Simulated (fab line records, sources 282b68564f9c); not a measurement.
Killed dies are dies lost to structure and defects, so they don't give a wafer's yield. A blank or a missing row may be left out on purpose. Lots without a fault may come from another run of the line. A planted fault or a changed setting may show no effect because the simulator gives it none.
A struck lot beside a sound one | flow rit_cmos | 44 steps out of a route of 202
Sound: wafers L629.2, L629.5, L629.6. Struck: wafers L646.1, L646.3, L646.6. The cause comes at the end.
At each step with rows: each side's tool, then ch and its chambers, then its first start. Under that, the readings that differ: sound wafers | struck wafers | difference of the means | sigmas: that difference in standard deviations of wafers without a fault.
alike: readings whose means differ by less than 2 such deviations, and words and numbers that are the same on both sides. not compared: withheld readings, readings that some wafer has no value for, bounds like >300 that may hide the same value, and numbers for which the record gives no deviation and whose values overlap.
The two part at a step that has a row with sigmas, a row that says differs or no value, or rows on one side only. Numbers that don't overlap but have no deviation are shown without sigmas and don't part them. A reading that every wafer of one side lacks parts them only if that side has two wafers or more.

first, 3 steps without rows for these wafers: RIT_REOX_CLEAN_01 (cleans in dHF, time 30 s); RIT_REOX_CLEAN_02 (cleans in SC2, time 600 s); RIT_REOX_OXIDATION_03 (target thk 25.2 nm, ox time 5580 s).
RIT_REOX_THK_MEAS_04:
  sound on film_metro-02, day 2 20:39; struck on film_metro-04, day 6 18:46
  alike: REOX_OXIDE_THK
then, 6 steps without rows for these wafers: RIT_NLDD_HMDS_00 (prime time 60 s); RIT_NLDD_COAT_01 (resist thk 1000 nm); RIT_NLDD_SOFTBAKE_02 (time 60 s); RIT_NLDD_EXPOSE_03 (exposes mask M7, target cd 40700 nm); RIT_NLDD_PEB_04; RIT_NLDD_DEVELOP_05 (develop time 50 s).
RIT_NLDD_OVL_MEAS_06:
  sound on overlay-01, day 2 21:41; struck on overlay-01, day 6 19:41
  alike: NLDD_OVL
then, 1 step without rows for these wafers: RIT_NLDD_HARDBAKE_07 (time 60 s).
RIT_NLDD_IMPLANT_08:
  sound on implanter-04 ch 0, day 2 21:53; struck on implanter-02 ch 0, day 6 19:52
  reading                   | sound                | struck               | difference | sigmas
  beam_energy_keV           | 20.009 19.999 20.008 | 16.401 16.399 16.401 | -3.605     | -99 or more
  model.implant.rp_nm (nm)  | 27.98 27.98 27.98    | 24.04 24.04 24.04    | -3.94      |
  model.implant.drp_nm (nm) | 12.97 12.97 12.97    | 11.51 11.51 11.51    | -1.46      |
  alike: tilt_deg
RIT_NLDD_STRIP_09: strips in O2, time 180 s.
  sound on plasma_asher-03 ch 0,1, day 2 22:01; struck on plasma_asher-02 ch 0,1, day 6 20:01
  alike: drypump_motor_current_A
  not compared: rf_hours_counter_h
RIT_NLDD_TW_MEAS_10:
  sound on film_metro-01, day 2 22:11; struck on film_metro-01, day 6 20:11
  reading | sound          | struck         | difference | sigmas
  NLDD_TW | 2469 2459 2483 | 2336 2345 2351 | -126       | -5
then, 6 steps without rows for these wafers: RIT_PLDD_HMDS_00 (prime time 60 s); RIT_PLDD_COAT_01 (resist thk 1000 nm); RIT_PLDD_SOFTBAKE_02 (time 60 s); RIT_PLDD_EXPOSE_03 (exposes mask M8, target cd 40900 nm); RIT_PLDD_PEB_04; RIT_PLDD_DEVELOP_05 (develop time 50 s).
RIT_PLDD_OVL_MEAS_06:
  sound on overlay-02, day 2 23:06; struck on overlay-01, day 6 21:06
  alike: PLDD_OVL
then, 2 steps without rows for these wafers: RIT_PLDD_HARDBAKE_07 (time 60 s); RIT_PLDD_IMPLANT_08.
RIT_PLDD_STRIP_09: strips in O2, time 180 s.
  sound on plasma_asher-04 ch 0,1, day 2 23:26; struck on plasma_asher-04 ch 0,1, day 6 21:26
  alike: drypump_motor_current_A
  not compared: rf_hours_counter_h
RIT_PLDD_TW_MEAS_10:
  sound on film_metro-04, day 2 23:37; struck on film_metro-03, day 6 21:37
  alike: PLDD_TW
then, 4 steps without rows for these wafers: RIT_SPACER_CLEAN_00 (cleans in SC1, time 600 s); RIT_SPACER_CLEAN_01 (cleans in dHF, time 30 s); RIT_SPACER_CLEAN_02 (cleans in SC2, time 600 s); RIT_SPACER_CVD_03 (deposits Si3N4 from SiH2Cl2/NH3, target thk 250 nm, time 3300 s).
RIT_SPACER_THK_MEAS_04:
  sound on film_metro-01, day 3 02:27; struck on film_metro-02, day 7 00:06
  alike: SPACER_NITRIDE_THK
RIT_SPACER_ETCHBACK_05: etches Si3N4 in SF6/CHF3, stops on SiO2, target depth 250 nm, time 240 s.
  sound on rie_diel-02 ch 1,2,3, day 3 02:30; struck on rie_diel-02 ch 0,1,3, day 7 00:10
  alike: drypump_motor_current_A, oes_product_au, rf_fwd_power_W, throttle_valve_pct
  not compared: rf_hours_counter_h
then, 6 steps without rows for these wafers: RIT_NSD_HMDS_00 (prime time 60 s); RIT_NSD_COAT_01 (resist thk 1000 nm); RIT_NSD_SOFTBAKE_02 (time 60 s); RIT_NSD_EXPOSE_03 (exposes mask M9, target cd 40700 nm); RIT_NSD_PEB_04; RIT_NSD_DEVELOP_05 (develop time 50 s).
RIT_NSD_OVL_MEAS_06:
  sound on overlay-01, day 3 03:31; struck on overlay-01, day 7 01:17
  alike: NSD_OVL
then, 2 steps without rows for these wafers: RIT_NSD_HARDBAKE_07 (time 60 s); RIT_NSD_IMPLANT_08.
RIT_NSD_STRIP_09: strips in O2, time 180 s.
  sound on plasma_asher-04 ch 0,1, day 3 03:50; struck on plasma_asher-01 ch 0,1, day 7 01:37
  alike: drypump_motor_current_A
  not compared: rf_hours_counter_h
RIT_SDANNEAL_RS_MEAS_07: measures by four-point-probe.
  sound on film_metro-03, day 3 06:26; struck on film_metro-01, day 7 04:12
  reading          | sound             | struck            | difference | sigmas
  NLDD_RS (ohm/sq) | 152.2 152.2 152.3 | 155.1 154.9 154.4 | +2.6       | +5
RIT_M1_PROBE_99:
  sound on prober-01, day 3 13:28; struck on prober-01, day 7 11:05
  reading                                    | sound              | struck               | difference | sigmas
  model.etest.nmos_0p15.r_on_ohm_um          | 1148 1110 1129     | 1285 1362 1310       | +190       |
  model.etest.nmos_0p3.r_on_ohm_um           | 2237 2177 2198     | 2340 2366 2355       | +150       |
  model.etest.nldd.rs_ohm_sq                 | 374.3 376.8 374.2  | 506.6 517.1 494.9    | +131.1     |
  model.etest.nmos_turned.drive_ua_um        | 325.3 329.8 336.5  | 240.9 234.8 254.1    | -87.3      |
  model.etest.nmos_0p15.drive_ua_um          | 471.8 475.7 474.5  | 413.2 409.7 419.9    | -59.7      |
  model.etest.nldd.line_ohm_um               | 121.3 118.4 115.8  | 158.3 161.6 154.2    | +39.5      |
  model.etest.nmos_0p15.swing_mv_dec         | 86.61 86.96 86.83  | 85.18 84.56 85.54    | -1.71      |
  model.etest.retro_edge_nmos.off_log10_a_um | -9.672 -9.657 -9.7 | -10.92 -10.65 -10.53 | -1.02      |
  alike: killed_at_contacts, killed_at_front_end, killed_dies, killed_open, killed_short

WHERE THEY PART
First at RIT_NLDD_IMPLANT_08; last, within this record, at RIT_SDANNEAL_RS_MEAS_07. Later steps at which nothing parts them and some readings are alike: RIT_M1_PROBE_99.

WHY: what the simulator had put in
Process parameter drift: implanter-02, from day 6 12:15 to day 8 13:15, at RIT_NLDD_IMPLANT_08. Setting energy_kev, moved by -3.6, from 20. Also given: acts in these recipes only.
